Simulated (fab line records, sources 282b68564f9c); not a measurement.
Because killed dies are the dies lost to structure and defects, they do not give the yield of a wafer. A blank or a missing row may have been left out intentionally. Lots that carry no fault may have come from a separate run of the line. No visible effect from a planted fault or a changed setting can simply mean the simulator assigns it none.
fab line records	flow rit-cmos
[record] lots = 13	wafers = 39	last-day = 7
route steps=202 shown PWELL@48 GATE@83 NLDD@106 PLDD@124 M1@202
lots that met no fault: taken from a fault-free run of the same line
start-h: the number of hours between the record's first day and the start of the first shown wafer of the lot	wait-h: hours since the lot's step before	" repeats the value in the row above	L1.1+2: one row covering several wafers at once	- either no value or no given start	* or withheld: withheld	< > ~ a bound
route shown NAME@n: NAME is a module with steps in the file, n the number in the route of the first one	usual: mean/standard deviation taken from wafers without a fault	same: alike in all rows	chamber/n: place in a boat	sites: readings site by site	_std_site: the values' standard deviation	_edge_site: mean of outer sites minus mean of inner sites	radius-mm: for every site, how far away it sits from the centre of the wafer	mask NAME#n: copy n	behind: the tool/chamber that last shaped the wafer	hold: reason for holding the lot/hours on hold/outcome of the hold	device: transistor that didn't switch, given as n, p or np	end of line: the route-end tests of the same wafers	for a step that has no rows: nothing shown but its recipe	killed: the dies lost at the first sort to structure and to defects; this is not the yield of the wafer	map: per-die view of a wafer (x killed, . not killed, _ where there is no die)
set.NAME: the setting as run; set.NAME@STEP: as run at that earlier step	model.NAME: the simulator's own value behind a step, which no gauge read
route steps across a sampled set of lots; one table per step, one row per wafer
services: a tool's chamber out of use, with start hour (start-h, from the record's first day; less than 0 if before it), hours out, and reason
[[steps]]
[step RIT_PWELL_STRIP_09]
[recipe] chemistry = O2	time-s = 180	resist = NOVOLAK	platen-temp-c = withheld	power-w = 500	pressure-mtorr = 4000	o2-flow-sccm = 4000
[usual] drypump-motor-current-A = 5.7/0.4
lot.wafer	tool	chamber	start-h	wait-h	drypump-motor-current-A	rf-hours-counter-h
L457.1	plasma-asher-04	1	24.93	0.1	5.2	37
L457.3	"	1	"	"	5.3	-
L457.5	"	0	"	"	5.6	-
L458.3	plasma-asher-04	0	28.05	0.1	5.7	-
L458.4	"	1	"	"	5.3	-
L458.5	"	0	"	"	5.6	-
L459.2	plasma-asher-02	1	33.91	0.1	6.7	26
L459.4	"	1	"	"	6.7	-
L459.6	"	1	"	"	6.7	-
L461.1	plasma-asher-02	0	43.60	0.1	5.5	27
L461.2	"	1	"	"	6.6	27
L461.6	"	1	"	"	6.6	-
L462.3	plasma-asher-04	0	50.01	0.1	5.6	-
L462.4	"	1	"	"	5.3	-
L462.6	"	1	"	"	5.3	-
L465.3	plasma-asher-01	0	63.66	0.1	5.7	-
L465.4	"	1	"	"	5.7	-
L465.5	"	0	"	"	5.7	-
L466.1	plasma-asher-01	0	72.80	0.1	5.7	42
L466.4	"	0	"	"	5.7	-
L466.6	"	1	"	"	5.6	-
L467.1	plasma-asher-01	1	75.71	0.1	5.7	42
L467.5	"	0	"	"	5.7	-
L467.6	"	1	"	"	5.7	-
L468.2	plasma-asher-01	1	78.04	0.1	5.7	42
L468.3	"	1	"	"	5.7	-
L468.4	"	0	"	"	5.7	-
L469.1	plasma-asher-01	1	84.23	0.1	5.6	43
L469.2	"	0	"	"	5.7	43
L469.3	"	1	"	"	5.7	-
L475.1	plasma-asher-04	1	121.10	0.1	5.3	47
L475.3	"	1	"	"	5.3	-
L475.5	"	0	"	"	5.6	-
L478.1	plasma-asher-04	0	129.82	0.1	5.6	48
L478.3	"	1	"	"	5.3	-
L478.4	"	0	"	"	5.6	-
L480.3	plasma-asher-04	0	140.43	0.1	5.7	-
L480.4	"	1	"	"	5.3	-
L480.5	"	1	"	"	5.3	-
[step RIT_GATE_THK_MEAS_07]
[recipe] reads = SiO2_of_GATE_OXIDATION_05
[usual] GATE_OXIDE_THK = 2.98/0.062
lot.wafer	tool	chamber	start-h	wait-h	GATE_OXIDE_THK[nm]
L457.1	film-metro-03	-	36.81	0.0	3.05
L457.3	"	-	"	"	3.10
L457.5	"	-	"	"	2.98
L458.3	film-metro-03	-	39.50	0.0	2.94
L458.4	"	-	"	"	2.92
L458.5	"	-	"	"	3.00
L459.2	film-metro-04	-	46.21	0.0	2.92
L459.4	"	-	"	"	2.88
L459.6	"	-	"	"	2.94
L461.1	film-metro-03	-	56.24	0.0	2.94
L461.2	"	-	"	"	2.96
L461.6	"	-	"	"	2.93
L462.3	film-metro-04	-	65.52	0.0	2.95
L462.4	"	-	"	"	3.04
L462.6	"	-	"	"	3.08
L465.3	film-metro-01	-	77.57	0.0	3.01
L465.4	"	-	"	"	3.09
L465.5	"	-	"	"	3.00
L466.1	film-metro-04	-	84.68	0.0	2.96
L466.4	"	-	"	"	2.98
L466.6	"	-	"	"	3.02
L467.1	film-metro-04	-	89.94	0.0	2.96
L467.5	"	-	"	"	2.97
L467.6	"	-	"	"	2.99
L468.2	film-metro-03	-	90.20	0.0	2.94
L468.3	"	-	"	"	3.01
L468.4	"	-	"	"	2.95
L469.1	film-metro-03	-	98.72	0.0	2.93
L469.2	"	-	"	"	2.93
L469.3	"	-	"	"	2.97
L475.1	film-metro-04	-	134.49	0.0	2.94
L475.3	"	-	"	"	2.96
L475.5	"	-	"	"	2.93
L478.1	film-metro-01	-	141.13	0.0	3.03
L478.3	"	-	"	"	2.94
L478.4	"	-	"	"	3.00
L480.3	film-metro-04	-	152.44	0.0	2.95
L480.4	"	-	"	"	2.91
L480.5	"	-	"	"	2.96
[step RIT_GATE_CD_MEAS_16]
[recipe] target-cd-nm = 150
[usual] cd-nm = 150.1/2.2
lot.wafer	tool	chamber	start-h	wait-h	cd-nm
L457.1	cd-sem-01	-	39.52	-	151.8
L457.3	"	-	"	"	150.9
L457.5	"	-	"	"	149.5
L458.3	cd-sem-01	-	42.23	-	150.3
L458.4	"	-	"	"	149.1
L458.5	"	-	"	"	151.2
L459.2	cd-sem-01	-	48.93	-	152.9
L459.4	"	-	"	"	152.1
L459.6	"	-	"	"	150.7
L461.1	cd-sem-01	-	58.82	-	151.0
L461.2	"	-	"	"	152.4
L461.6	"	-	"	"	150.6
L462.3	cd-sem-02	-	68.25	-	150.4
L462.4	"	-	"	"	150.7
L462.6	"	-	"	"	152.9
L465.3	cd-sem-01	-	80.41	-	146.7
L465.4	"	-	"	"	149.1
L465.5	"	-	"	"	146.6
L466.1	cd-sem-02	-	87.58	-	149.4
L466.4	"	-	"	"	150.5
L466.6	"	-	"	"	150.6
L467.1	cd-sem-01	-	92.53	-	150.3
L467.5	"	-	"	"	148.9
L467.6	"	-	"	"	149.2
L468.2	cd-sem-02	-	93.42	-	149.4
L468.3	"	-	"	"	151.1
L468.4	"	-	"	"	152.5
L469.1	cd-sem-01	-	101.44	-	152.3
L469.2	"	-	"	"	150.9
L469.3	"	-	"	"	155.2
L475.1	cd-sem-01	-	137.20	-	148.7
L475.3	"	-	"	"	147.9
L475.5	"	-	"	"	146.3
L478.1	cd-sem-01	-	143.84	-	148.7
L478.3	"	-	"	"	148.2
L478.4	"	-	"	"	149.3
L480.3	cd-sem-02	-	156.22	-	151.0
L480.4	"	-	"	"	151.0
L480.5	"	-	"	"	150.7
[step RIT_NLDD_EXPOSE_03]
[recipe] mask-id = M7	na = 0.57	target-cd-nm = 40700	dose-mj = 250
lot.wafer	tool	chamber	start-h	wait-h	mask
L457.1+3+5	iline-stepper-01	0	43.91	0.1	M7#0
L458.3+4+5	iline-stepper-02	0	46.62	0.2	M7#0
L459.2+4+6	iline-stepper-01	0	53.77	0.2	M7#0
L461.1+2+6	iline-stepper-01	0	63.37	0.1	M7#0
L462.3+4+6	iline-stepper-02	0	72.93	0.2	M7#0
L465.3+4+5	iline-stepper-02	0	85.97	0.1	M7#0
L466.1+4+6	iline-stepper-01	0	92.11	0.2	M7#0
L467.1+5+6	iline-stepper-02	0	97.36	0.2	M7#0
L468.2+3+4	iline-stepper-02	0	99.00	0.1	M7#0
L469.1+2+3	iline-stepper-01	0	106.59	0.2	M8#0
L475.1+3+5	iline-stepper-02	0	141.81	0.2	M7#0
L478.1+3+4	iline-stepper-01	0	149.18	0.1	M7#0
L480.3+4+5	iline-stepper-02	0	161.02	0.1	M7#0
[step RIT_NLDD_OVL_MEAS_06]
[usual] NLDD_OVL = -1.2/1.2
lot.wafer	tool	chamber	start-h	wait-h	NLDD_OVL[nm]
L457.1	overlay-02	-	44.31	-	-0.3
L457.3	"	-	"	"	-1.1
L457.5	"	-	"	"	-1.1
L458.3	overlay-02	-	46.99	-	-1.9
L458.4	"	-	"	"	-1.1
L458.5	"	-	"	"	0.5
L459.2	overlay-02	-	54.34	-	0.2
L459.4	"	-	"	"	-0.8
L459.6	"	-	"	"	-1.2
L461.1	overlay-01	-	63.77	-	-2.6
L461.2	"	-	"	"	-1.6
L461.6	"	-	"	"	-3.8
L462.3	overlay-02	-	73.31	-	-1.0
L462.4	"	-	"	"	-1.9
L462.6	"	-	"	"	-2.0
L465.3	overlay-02	-	86.34	-	-0.5
L465.4	"	-	"	"	-1.0
L465.5	"	-	"	"	-0.7
L466.1	overlay-01	-	92.51	-	-1.7
L466.4	"	-	"	"	-2.5
L466.6	"	-	"	"	-1.1
L467.1	overlay-01	-	97.76	-	0.4
L467.5	"	-	"	"	-0.2
L467.6	"	-	"	"	1.1
L468.2	overlay-02	-	99.39	-	-0.9
L468.3	"	-	"	"	0.2
L468.4	"	-	"	"	-0.5
L469.1	overlay-02	-	107.03	-	-
L469.2	"	-	"	"	-
L469.3	"	-	"	"	-
L475.1	overlay-01	-	142.21	-	-0.1
L475.3	"	-	"	"	0.9
L475.5	"	-	"	"	1.5
L478.1	overlay-01	-	149.58	-	-2.9
L478.3	"	-	"	"	-3.2
L478.4	"	-	"	"	-3.0
L480.3	overlay-02	-	161.39	-	-0.8
L480.4	"	-	"	"	-1.4
L480.5	"	-	"	"	-1.2
[step RIT_NLDD_TW_MEAS_10]
[usual] NLDD_TW = 2480/15
lot.wafer	tool	chamber	start-h	wait-h	NLDD_TW
L457.1	film-metro-03	-	44.82	0.1	2485
L457.3	"	-	"	"	2472
L457.5	"	-	"	"	2473
L458.3	film-metro-04	-	47.51	0.1	2487
L458.4	"	-	"	"	2468
L458.5	"	-	"	"	2483
L459.2	film-metro-04	-	54.85	0.1	2477
L459.4	"	-	"	"	2474
L459.6	"	-	"	"	2482
L461.1	film-metro-03	-	64.28	0.1	2500
L461.2	"	-	"	"	2483
L461.6	"	-	"	"	2485
L462.3	film-metro-02	-	73.87	0.1	2485
L462.4	"	-	"	"	2485
L462.6	"	-	"	"	2486
L465.3	film-metro-04	-	86.97	0.1	2458
L465.4	"	-	"	"	2454
L465.5	"	-	"	"	2463
L466.1	film-metro-03	-	93.05	0.1	2499
L466.4	"	-	"	"	2502
L466.6	"	-	"	"	2492
L467.1	film-metro-03	-	98.27	0.1	2499
L467.5	"	-	"	"	2488
L467.6	"	-	"	"	2485
L468.2	film-metro-03	-	99.91	0.1	2493
L468.3	"	-	"	"	2480
L468.4	"	-	"	"	2473
L469.1	film-metro-04	-	107.54	0.1	30
L469.2	"	-	"	"	30
L469.3	"	-	"	"	30
L475.1	film-metro-02	-	142.72	0.1	2441
L475.3	"	-	"	"	2467
L475.5	"	-	"	"	2451
L478.1	film-metro-02	-	150.09	0.1	2496
L478.3	"	-	"	"	2500
L478.4	"	-	"	"	2498
L480.3	film-metro-03	-	161.91	0.1	2493
L480.4	"	-	"	"	2498
L480.5	"	-	"	"	2477
[step RIT_PLDD_TW_MEAS_10]
[usual] PLDD_TW = 2338/14
lot.wafer	tool	chamber	start-h	wait-h	PLDD_TW
L457.1	film-metro-02	-	46.36	0.1	2330
L457.3	"	-	"	"	2323
L457.5	"	-	"	"	2322
L458.3	film-metro-02	-	48.93	0.1	2336
L458.4	"	-	"	"	2328
L458.5	"	-	"	"	2321
L459.2	film-metro-04	-	56.40	0.1	2347
L459.4	"	-	"	"	2326
L459.6	"	-	"	"	2335
L461.1	film-metro-03	-	65.83	0.1	2341
L461.2	"	-	"	"	2349
L461.6	"	-	"	"	2344
L462.3	film-metro-02	-	75.51	0.1	2337
L462.4	"	-	"	"	2334
L462.6	"	-	"	"	2336
L465.3	film-metro-03	-	88.53	0.1	2358
L465.4	"	-	"	"	2359
L465.5	"	-	"	"	2355
L466.1	film-metro-02	-	94.60	0.1	2328
L466.4	"	-	"	"	2345
L466.6	"	-	"	"	2339
L467.1	film-metro-04	-	99.69	0.1	2318
L467.5	"	-	"	"	2332
L467.6	"	-	"	"	2334
L468.2	film-metro-04	-	101.33	0.1	2332
L468.3	"	-	"	"	2342
L468.4	"	-	"	"	2338
L469.1	film-metro-03	-	108.96	0.1	2873
L469.2	"	-	"	"	2865
L469.3	"	-	"	"	2860
L475.1	film-metro-03	-	144.30	0.1	2356
L475.3	"	-	"	"	2332
L475.5	"	-	"	"	2352
L478.1	film-metro-03	-	151.51	0.1	2343
L478.3	"	-	"	"	2350
L478.4	"	-	"	"	2349
L480.3	film-metro-03	-	163.45	0.1	2353
L480.4	"	-	"	"	2348
L480.5	"	-	"	"	2341
[step RIT_M1_PROBE_99]
[usual] killed-at-contacts = 0.0/0.16	killed-at-front-end = 6.9/2.9	killed-dies = 7.0/2.9	killed-on-rim = 1.9/1.4	killed-open = 3.4/2.1	killed-short = 3.5/1.8
[same] gross-dies = 264	killed_at_M0_to_M3 = 0	killed_at_M4_up = 0	killed-at-back-side = 0	killed-at-other = 0
lot.wafer	tool	chamber	start-h	wait-h	killed-at-contacts	killed-at-front-end	killed-dies	killed-on-rim	killed-open	killed-short
L457.1	prober-01	-	59.87	0.1	0	5	5	1	2	3
L457.3	prober-01	-	59.97	0.2	0	10	10	4	5	5
L457.5	prober-01	-	60.07	0.2	0	11	11	3	7	4
L458.3	prober-02	-	62.47	0.2	0	2	2	1	2	0
L458.4	prober-02	-	62.52	0.2	1	11	12	6	7	5
L458.5	prober-02	-	62.57	0.2	0	5	5	3	3	2
L459.2	prober-01	-	70.17	0.1	0	5	5	2	4	1
L459.4	prober-01	-	70.27	0.2	0	8	8	3	3	5
L459.6	prober-01	-	70.37	0.2	0	9	9	2	3	6
L461.1	prober-01	-	79.70	0.1	0	2	2	2	1	1
L461.2	prober-01	-	79.75	0.1	0	3	3	2	1	2
L461.6	prober-01	-	79.95	0.2	0	7	7	2	2	5
L462.3	prober-02	-	89.28	0.2	0	4	4	2	3	1
L462.4	prober-02	-	89.33	0.2	0	6	6	2	3	3
L462.6	prober-02	-	89.43	0.2	0	6	6	0	2	4
L465.3	prober-01	-	101.97	0.2	0	5	5	1	5	0
L465.4	prober-01	-	102.02	0.2	0	14	14	4	7	7
L465.5	prober-01	-	102.07	0.2	0	10	10	3	5	5
L466.1	prober-02	-	108.19	0.1	0	7	7	2	2	5
L466.4	prober-02	-	108.34	0.2	0	6	6	1	2	4
L466.6	prober-02	-	108.44	0.2	0	7	7	0	3	4
L467.1	prober-01	-	112.92	0.1	0	9	9	3	5	4
L467.5	prober-01	-	113.12	0.2	0	3	3	1	2	1
L467.6	prober-01	-	113.17	0.2	0	7	7	2	4	3
L468.2	prober-02	-	115.26	0.1	0	7	7	2	5	2
L468.3	prober-02	-	115.31	0.2	0	1	1	0	0	1
L468.4	prober-02	-	115.36	0.2	0	12	12	2	5	7
L469.1	prober-01	-	122.53	0.1	0	264	264	70	2	2
L469.2	prober-01	-	122.58	0.1	0	264	264	70	3	5
L469.3	prober-01	-	122.63	0.2	0	264	264	70	4	3
L475.1	prober-01	-	157.80	0.1	0	12	12	1	6	6
L475.3	prober-01	-	157.90	0.2	0	9	9	2	5	4
L475.5	prober-01	-	158.00	0.2	0	8	8	1	5	3
L478.1	prober-02	-	164.95	0.1	0	9	9	3	4	5
L478.3	prober-02	-	165.05	0.2	0	10	10	3	5	5
L478.4	prober-02	-	165.10	0.2	0	10	10	2	6	4
L480.3	prober-02	-	177.54	0.2	0	4	4	2	1	3
L480.4	prober-02	-	177.59	0.2	0	4	4	1	2	2
L480.5	prober-02	-	177.64	0.2	0	8	8	2	6	2
// killed by level:class
L457.1 GATE:geometric-particle:short=2 ACTIVE:geometric-particle:open=1 GATE:geometric-particle:open=1 SILICIDE:geometric-particle:short=1
L457.3 GATE:geometric-particle:short=3 FOX1:geometric-particle:open=2 FOX1:geometric-particle:short=1 FOX2:geometric-particle:open=1 GATE:geometric-particle:open=1 SPACER:geometric-particle:short=1 SILICIDE:geometric-particle:open=1
L457.5 GATE:geometric-particle:open=5 GATE:geometric-particle:short=2 ACTIVE:geometric-particle:open=1 FOX1:geometric-particle:open=1 FOX2:geometric-particle:short=1 REOX:geometric-particle:short=1
L458.3 GATE:geometric-particle:open=1 SPACER:geometric-particle:open=1
L458.4 GATE:geometric-particle:open=4 GATE:geometric-particle:short=3 FOX2:geometric-particle:open=1 REOX:geometric-particle:short=1 SPACER:geometric-particle:short=1 SPACER:geometric-particle:open=1 CONTACT:geometric-particle:open=1
L458.5 GATE:geometric-particle:short=2 FOX2:geometric-particle:open=1 SPACER:geometric-particle:open=1 SILICIDE:geometric-particle:open=1
L459.2 GATE:geometric-particle:open=2 FOX2:geometric-particle:short=1 FOX2:geometric-particle:open=1 SILICIDE:geometric-particle:open=1
L459.4 GATE:geometric-particle:short=4 FOX1:geometric-particle:open=1 GATE:geometric-particle:open=1 SPACER:geometric-particle:open=1 SPACER:geometric-particle:short=1
L459.6 GATE:geometric-particle:short=5 FOX1:geometric-particle:open=1 FOX2:geometric-particle:short=1 GATE:geometric-particle:open=1 SILICIDE:geometric-particle:open=1
L461.1 GATE:geometric-particle:short=1 SILICIDE:geometric-particle:open=1
L461.2 GATE:geometric-particle:open=1 REOX:geometric-particle:short=1 SILICIDE:geometric-particle:short=1
L461.6 REOX:geometric-particle:short=3 GATE:geometric-particle:short=2 ACTIVE:geometric-particle:open=1 REOX:geometric-particle:open=1
L462.3 REOX:geometric-particle:open=2 SPACER:geometric-particle:open=1 REOX:geometric-particle:short=1
L462.4 GATE:geometric-particle:open=3 GATE:geometric-particle:short=3
L462.6 SPACER:geometric-particle:short=2 FOX1:geometric-particle:short=1 GATE:geometric-particle:short=1 REOX:geometric-particle:open=1 SPACER:geometric-particle:open=1
L465.3 GATE:geometric-particle:open=3 FOX1:geometric-particle:open=1 SPACER:geometric-particle:open=1
L465.4 GATE:geometric-particle:open=5 GATE:geometric-particle:short=5 SILICIDE:geometric-particle:open=2 FOX1:geometric-particle:short=1 SILICIDE:geometric-particle:short=1
L465.5 GATE:geometric-particle:open=5 GATE:geometric-particle:short=4 FOX1:geometric-particle:short=1
L466.1 FOX1:geometric-particle:short=2 FOX1:geometric-particle:open=1 GATE:geometric-particle:open=1 REOX:geometric-particle:short=1 SPACER:geometric-particle:short=1 SILICIDE:geometric-particle:short=1
L466.4 GATE:geometric-particle:short=2 FOX1:geometric-particle:open=1 FOX1:geometric-particle:short=1 REOX:geometric-particle:open=1 REOX:geometric-particle:short=1
L466.6 GATE:geometric-particle:short=2 SILICIDE:geometric-particle:short=2 GATE:geometric-particle:open=1 REOX:geometric-particle:open=1 SILICIDE:geometric-particle:open=1
L467.1 GATE:geometric-particle:open=4 GATE:geometric-particle:short=4 REOX:geometric-particle:open=1
L467.5 FOX1:geometric-particle:open=1 FOX2:geometric-particle:short=1 SILICIDE:geometric-particle:open=1
L467.6 GATE:geometric-particle:open=2 FOX2:geometric-particle:open=1 FOX2:geometric-particle:short=1 GATE:geometric-particle:short=1 SPACER:geometric-particle:short=1 SILICIDE:geometric-particle:open=1
L468.2 SPACER:geometric-particle:open=3 GATE:geometric-particle:open=1 GATE:geometric-particle:short=1 SILICIDE:geometric-particle:open=1 STARTING-WAFER:geometric-particle:short=1
L468.3 SILICIDE:geometric-particle:short=1
L468.4 GATE:geometric-particle:open=5 GATE:geometric-particle:short=4 SPACER:geometric-particle:short=2 REOX:geometric-particle:short=1
L469.1 NLDD:area-expose=260 FOX2:geometric-particle:open=1 GATE:geometric-particle:short=1 REOX:geometric-particle:open=1 SILICIDE:geometric-particle:short=1
L469.2 NLDD:area-expose=256 FOX2:geometric-particle:short=3 GATE:geometric-particle:short=1 GATE:geometric-particle:open=1 SPACER:geometric-particle:open=1 SILICIDE:geometric-particle:short=1 SILICIDE:geometric-particle:open=1
L469.3 NLDD:area-expose=257 GATE:geometric-particle:short=3 GATE:geometric-particle:open=3 SPACER:geometric-particle:open=1
L475.1 SPACER:geometric-particle:open=5 SPACER:geometric-particle:short=4 GATE:geometric-particle:short=1 GATE:geometric-particle:open=1 SILICIDE:geometric-particle:short=1
L475.3 FOX1:geometric-particle:open=2 GATE:geometric-particle:short=2 GATE:geometric-particle:open=2 SILICIDE:geometric-particle:short=2 SPACER:geometric-particle:open=1
L475.5 GATE:geometric-particle:open=2 FOX1:geometric-particle:short=1 FOX1:geometric-particle:open=1 GATE:geometric-particle:short=1 SPACER:geometric-particle:short=1 SPACER:geometric-particle:open=1 SILICIDE:geometric-particle:open=1
L478.1 FOX1:geometric-particle:short=4 FOX1:geometric-particle:open=2 GATE:geometric-particle:open=1 REOX:geometric-particle:short=1 SILICIDE:geometric-particle:open=1
L478.3 GATE:geometric-particle:short=3 REOX:geometric-particle:open=3 FOX1:geometric-particle:open=1 FOX1:geometric-particle:short=1 FOX2:geometric-particle:open=1 SPACER:geometric-particle:short=1
L478.4 GATE:geometric-particle:open=3 GATE:geometric-particle:short=2 FOX1:geometric-particle:open=1 FOX1:geometric-particle:short=1 REOX:geometric-particle:open=1 SPACER:geometric-particle:short=1 SILICIDE:geometric-particle:open=1
L480.3 FOX2:geometric-particle:short=1 GATE:geometric-particle:short=1 GATE:geometric-particle:open=1 REOX:geometric-particle:short=1
L480.4 GATE:geometric-particle:open=2 SPACER:geometric-particle:short=2
L480.5 FOX2:geometric-particle:open=2 GATE:geometric-particle:open=2 REOX:geometric-particle:open=2 GATE:geometric-particle:short=1 SILICIDE:geometric-particle:short=1
[[services]]
tool	chamber	start-h	hours	kind
plasma-asher-04	-	37.92	1.1	repair
iline-stepper-02	-	100.88	1.7	pm
plasma-asher-01	-	108.75	9.0	pm
plasma-asher-01	0	108.75	9.0	vent-cycle
plasma-asher-01	1	108.75	9.0	vent-cycle
plasma-asher-01	0	117.75	-	clean
plasma-asher-01	1	117.75	-	clean
plasma-asher-04	-	143.32	2.8	pm
[[key]]
[first-sign] step = RIT_NLDD_EXPOSE_03	reading = mask	direction = changed
[effect] step = RIT_NLDD_OVL_MEAS_06	reading = NLDD_OVL	direction = missing
[effect] step = RIT_NLDD_TW_MEAS_10	reading = NLDD_TW	direction = down	sigmas = 99+	usual = 2480	struck = 30
[effect] step = RIT_PLDD_TW_MEAS_10	reading = PLDD_TW	direction = up	sigmas = 37	usual = 2338	struck = 2866
[effect] step = RIT_M1_PROBE_99	reading = killed-at-front-end	direction = up	sigmas = 88	usual = 6.9	struck = 264
[more-kills-born-at] RIT_NLDD_EXPOSE_03@iline-stepper-01 = 773
met-at RIT_NLDD_EXPOSE_03
struck-lots L469
tester-left-out L469
not-acting-at RIT_PWELL_STRIP_09,RIT_GATE_THK_MEAS_07,RIT_GATE_CD_MEAS_16
onset-between 92.11 106.59
[fault] kind = wrong-mask	tool = any	chamber = -	onset-h = 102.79	steps = RIT_NLDD_EXPOSE_03	aux-copy = M8#0	scope = struck-lots-only
// tester-left-out: of these lots the tester's yield and bins aren't shown, on N5 and GAA mostly nor the transistor test; their killed dies are dies lost to structure and defects alone, not to doping, threshold or leakage, so they don't give the yield
